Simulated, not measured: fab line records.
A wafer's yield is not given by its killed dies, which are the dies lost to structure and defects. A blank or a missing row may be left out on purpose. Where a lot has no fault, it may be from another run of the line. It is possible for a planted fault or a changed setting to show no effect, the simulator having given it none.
Which tool did it? | flow rit-cmos | 39 wafers from 13 lots sampled at 2 of the route's 202 steps

== WHAT THE GAUGES READ, wafer by wafer ==
RIT_NWELL_OVL_MEAS_06. Usual: for NWELL_OVL the level is -0.5 nm and the standard deviation is 1.4.
lot  | measured    | on         | NWELL_OVL (nm) | flag
L410 | day 1 22:15 | overlay-01 | -4.5 -1.3 -3.9 |
L412 | day 2 10:35 | overlay-02 | 0.4 -0.3 -2.1  |
L414 | day 3 00:08 | overlay-01 | -2.1 -1.3 -1.6 |
L415 | day 3 00:23 | overlay-02 | -0.1 0.7 -1.9  |
L418 | day 3 13:58 | overlay-01 | -0.5 -1.4 -1.5 |
L424 | day 4 18:38 | overlay-02 | 0.5 -1.5 0.5   |
L425 | day 5 00:20 | overlay-01 | -3.3 -0.3 0.6  |
L426 | day 5 05:25 | overlay-01 | -0.4 -1.4 -0.7 |
L427 | day 5 09:29 | overlay-02 | -0.1 0.0 -0.6  |
L429 | day 5 19:26 | overlay-01 | 0.5 -0.4 -0.8  |
L430 | day 6 01:16 | overlay-02 | 0.6 1.3 -1.0   |
L431 | day 6 05:15 | overlay-02 | -2.0 -1.5 -1.5 |
L432 | day 6 11:19 | overlay-02 | -0.5 -1.4 2.1  |

RIT_PWELL_OVL_MEAS_06. Usual: for PWELL_OVL the level is 0.7 nm and the standard deviation is 1.8.
lot  | measured    | on         | PWELL_OVL (nm) | flag
L410 | day 1 23:48 | overlay-01 | 0.7 -0.5 0.1   |
L412 | day 2 12:08 | overlay-01 | 2.4 3.6 1.5    |
L414 | day 3 01:49 | overlay-01 | 0.0 1.6 0.8    |
L415 | day 3 02:04 | overlay-02 | 2.9 2.9 2.0    |
L418 | day 3 15:38 | overlay-01 | 1.1 1.4 1.2    |
L424 | day 4 20:19 | overlay-02 | 0.9 -1.2 0.6   |
L425 | day 5 02:15 | overlay-01 | 0.0 0.5 -1.1   |
L426 | day 5 07:08 | overlay-02 | 2.7 3.6 2.4    |
L427 | day 5 11:10 | overlay-01 | -3.3 -2.3 -2.9 |
L429 | day 5 20:59 | overlay-02 | 1.4 1.8 2.6    |
L430 | day 6 02:49 | overlay-01 | 0.3 -1.6 0.5   |
L431 | day 6 06:48 | overlay-01 | 3.3 5.4 4.6    |
L432 | day 6 13:00 | overlay-01 | 0.5 -2.6 -1.0  |

== EACH LOT AND THE TOOL THAT RAN IT (in order: tool; ch and the chambers of the sampled wafers; start) ==
The record holds no process step before these readings.

== WHAT THE TOOLS THEMSELVES READ (means of the sampled wafers that have a number; where no wafer has one, the mark that the record gives instead) ==
The record holds no such reading with a usual standard deviation.

== THE ANSWER, worked out from the rows above alone ==
Rule: take the mean of a lot's wafers that have a number; if it is more than 3 standard deviations from the usual mean, the lot is off. A lot without any number at a reading at which 4 lots or more have one is off too. The other lots that the step has rows for count as sound. The gauges are gone through in route order, then the tools' own readings, and for those a lot's mean is taken as printed above. The first step at which some lot is off is used, and at that step the reading that is off furthest; a lot without a number counts as furthest.
Nothing can be told from this: no lot is off at any reading shown.

== WHAT HAD BEEN PUT IN BY THE SIMULATOR ==
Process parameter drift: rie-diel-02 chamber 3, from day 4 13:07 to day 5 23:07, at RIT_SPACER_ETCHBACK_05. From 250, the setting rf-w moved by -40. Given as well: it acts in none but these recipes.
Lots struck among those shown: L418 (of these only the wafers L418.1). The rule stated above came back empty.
